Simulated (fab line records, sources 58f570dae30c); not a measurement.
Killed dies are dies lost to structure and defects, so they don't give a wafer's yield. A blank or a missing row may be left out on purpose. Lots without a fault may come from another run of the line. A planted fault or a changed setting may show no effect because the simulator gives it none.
A struck lot beside a sound one | flow berkeley_cmos170 | 16 steps out of a route of 331
Sound: wafers L441.3, L441.5, L441.6. Struck: wafers L453.1, L453.2, L453.5. The cause comes at the end.
At each step with rows: each side's tool, then ch and its chambers, then its first start. Under that, the readings that differ: sound wafers | struck wafers | difference of the means | sigmas: that difference in standard deviations of wafers without a fault.
alike: readings whose means differ by less than 2 such deviations, and words and numbers that are the same on both sides. not compared: withheld readings, readings that some wafer has no value for, bounds like >300 that may hide the same value, and numbers for which the record gives no deviation and whose values overlap.
The two part at a step that has a row with sigmas, a row that says differs or no value, or rows on one side only. Numbers that don't overlap but have no deviation are shown without sigmas and don't part them. A reading that every wafer of one side lacks parts them only if that side has two wafers or more.

first, 5 steps without rows for these wafers: UCB170_M1_COAT_04 (resist thk 900 nm); UCB170_M1_SOFTBAKE_05 (time 60 s); UCB170_M1_EXPOSE_06 (exposes mask METAL1, target cd 700 nm); UCB170_M1_PEB_07; UCB170_M1_DEVELOP_08 (develop time 45 s).
UCB170_M1_CD_MEAS_09: target cd 700 nm.
  sound on cd_sem-01, day 8 12:28; struck on cd_sem-01, day 11 06:46
  alike: cd_nm
UCB170_M1_OVL_MEAS_10:
  sound on overlay-02, day 8 12:33; struck on overlay-02, day 11 06:53
  alike: M1_OVL
UCB170_M1_ETCH_11: etches BARC in N2/H2.
  sound on rie_diel-04 ch 2,3, day 8 12:35; struck on rie_diel-03 ch 0,1, day 11 06:56
  alike: drypump_motor_current_A, oes_product_au, throttle_valve_pct
UCB170_M1_METAL_ETCH_12: etches Al in Cl2/BCl3, stops on PSG, target depth 780 nm, time 130 s.
  sound on rie_metal-03 ch 0,1, day 8 12:40; struck on rie_metal-04 ch 0,1, day 11 06:58
  alike: drypump_motor_current_A, oes_product_au, throttle_valve_pct
  not compared: rf_hours_counter_h
UCB170_M1_STRIP_13: strips in O2.
  sound on plasma_asher-04 ch 0,1, day 8 12:47; struck on plasma_asher-01 ch 0,1, day 11 07:06
  alike: drypump_motor_current_A, oes_product_au
  not compared: rf_hours_counter_h
UCB170_M1_CD_MEAS_90: target cd 700 nm.
  sound on cd_sem-02, day 8 12:53; struck on cd_sem-01, day 11 07:12
  alike: cd_nm
then, 1 step without rows for these wafers: UCB170_M1_ANNEAL_14 (time 1200 s).
UCB170_V1_CVD_00: deposits SiO2 from TEOS/O2, target thk 2000 nm, time 250 s.
  sound on pecvd-02 ch 0,1,2, day 8 14:19; struck on pecvd-03 ch 0,2, day 11 09:51
  reading                             | sound          | struck         | difference | sigmas
  model.SiO2_of_V1_CVD_00.thk_nm (nm) | 1961 1989 1978 | 2057 2081 2093 | +101       |
  alike: heater_power_w, pressure_mtorr
UCB170_V1_THK_MEAS_01:
  sound on film_metro-02, day 8 14:29; struck on film_metro-03, day 11 10:01
  reading          | sound          | struck         | difference | sigmas
  V1_TEOS_THK (nm) | 1960 1991 1978 | 2057 2080 2092 | +100       | +4
UCB170_V1_CMP_02: polishes SiO2.
  sound on cmp-02 ch 1,2, day 8 14:34; struck on cmp-02 ch 0,2,3, day 11 10:10
  alike: motor_current_A
UCB170_M3_PROBE_99:
  the record has rows for the sound wafers here (prober-01, day 9 01:01) and none for the struck ones

WHERE THEY PART
First at UCB170_V1_THK_MEAS_01; last, within this record, at UCB170_M3_PROBE_99.

WHY: what the simulator had put in
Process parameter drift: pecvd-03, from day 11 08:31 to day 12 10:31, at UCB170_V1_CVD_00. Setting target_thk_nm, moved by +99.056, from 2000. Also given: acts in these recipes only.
